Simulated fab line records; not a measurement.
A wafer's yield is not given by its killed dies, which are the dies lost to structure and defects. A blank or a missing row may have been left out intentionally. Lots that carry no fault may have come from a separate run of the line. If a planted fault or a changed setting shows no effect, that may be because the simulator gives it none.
One fault seen from 2 desks | flow berkeley-cmos170 | what lay behind the numbers comes last; until then each desk has only its own

THE METROLOGY DESK
What the gauges read for every lot (on any tool): the sampled wafers with a number, averaged. Marked OUT: a lot whose mean sits more than 4 standard deviations from the usual mean, which makes it out of limits; the brackets give that distance.
Columns: A = SACOX_OXIDE_THK at UCB170_SACOX_THK_MEAS_02, usual 14.35 nm; B = cd-nm at UCB170_M1_CD_MEAS_90, usual 699.9 nm
lot  | first seen here | A     | B
L582 | day 5 14:03     | 14.29 | 697.5
L585 | day 6 14:11     | 14.33 | 702.3
L586 | day 6 19:47     | 14.38 | 700.5
L588 | day 6 19:47     | 14.39 | 697.8
L587 | day 6 19:49     | 13.98 | 699.8
L590 | day 7 08:21     | 14.37 | 700.9
L589 | day 7 08:22     | 14.34 | 701.2
L591 | day 7 19:49     | 14.30 | 695.9
L595 | day 8 20:58     | 14.65 | 697.9
L598 | day 9 13:09     | 14.68 | 712.5 (+6.6) OUT
L600 | day 9 21:50     | 14.60 | 701.1
L601 | day 10 04:58    | 14.27 | 710.5 (+5.6) OUT
L602 | day 10 16:53    | 14.17 | 700.0
L605 | day 11 08:02    | 14.26 | 700.4
Finding of this desk: L598, L601 out of limits; the first was L598 at day 12 08:50, on cd-nm at UCB170_M1_CD_MEAS_90. L582, L585, L586, L588, L587, L590, L589, L591, L595, L600, L602, L605: within limits.

FOR THE TOOL OWNER'S DESK: rie-metal-03
The tool's own readings at UCB170_M1_METAL_ETCH_12 (etches Al in Cl2/BCl3, stops on PSG, target depth 780 nm, time 130 s): means of the sampled wafers that have a number, for each lot that ran on this tool. Marked OUT: a lot whose mean sits more than 4 standard deviations from the usual mean, which makes it out of limits; the brackets give that distance.
Columns: A = bcl3-flow-sccm at UCB170_M1_METAL_ETCH_12, usual 44.98 sccm; B = drypump-motor-current-A at UCB170_M1_METAL_ETCH_12, usual 5.8 A; C = oes-product-au at UCB170_M1_METAL_ETCH_12, usual 0.864 a.u.; D = throttle-valve-pct at UCB170_M1_METAL_ETCH_12, usual 24.43 %
lot  | first seen here | A     | B   | C               | D
L586 | day 9 11:54     | 45.06 | 6.2 | 0.862           | 24.42
L589 | day 9 20:13     | 44.93 | 6.1 | 0.863           | 24.42
L598 | day 12 08:35    | 44.92 | 6.2 | 0.753 (-11) OUT | 24.47
L601 | day 13 06:10    | 44.94 | 6.2 | 0.750 (-11) OUT | 24.48
Finding of this desk: L598, L601 out of limits; the first was L598 at day 12 08:35, on oes-product-au at UCB170_M1_METAL_ETCH_12. L586, L589: within limits.

PUT TOGETHER
At day 12 08:35, on L598, L601, the tool owner's desk was in a position to raise an alarm.
An alarm was possible from the metrology desk at day 12 08:50, on L598, L601.
Every lot named ran UCB170_M1_METAL_ETCH_12 on rie-metal-03.

WHAT THE SIMULATOR PUT IN
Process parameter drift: rie-metal-03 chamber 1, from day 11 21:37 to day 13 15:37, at UCB170_M1_METAL_ETCH_12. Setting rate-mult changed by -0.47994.
Struck lots among those shown: L598, L601.
Delay (hours) between the fault's onset and each desk's first out-of-limits reading: 11 at the tool owner's desk, 11 at the metrology desk.
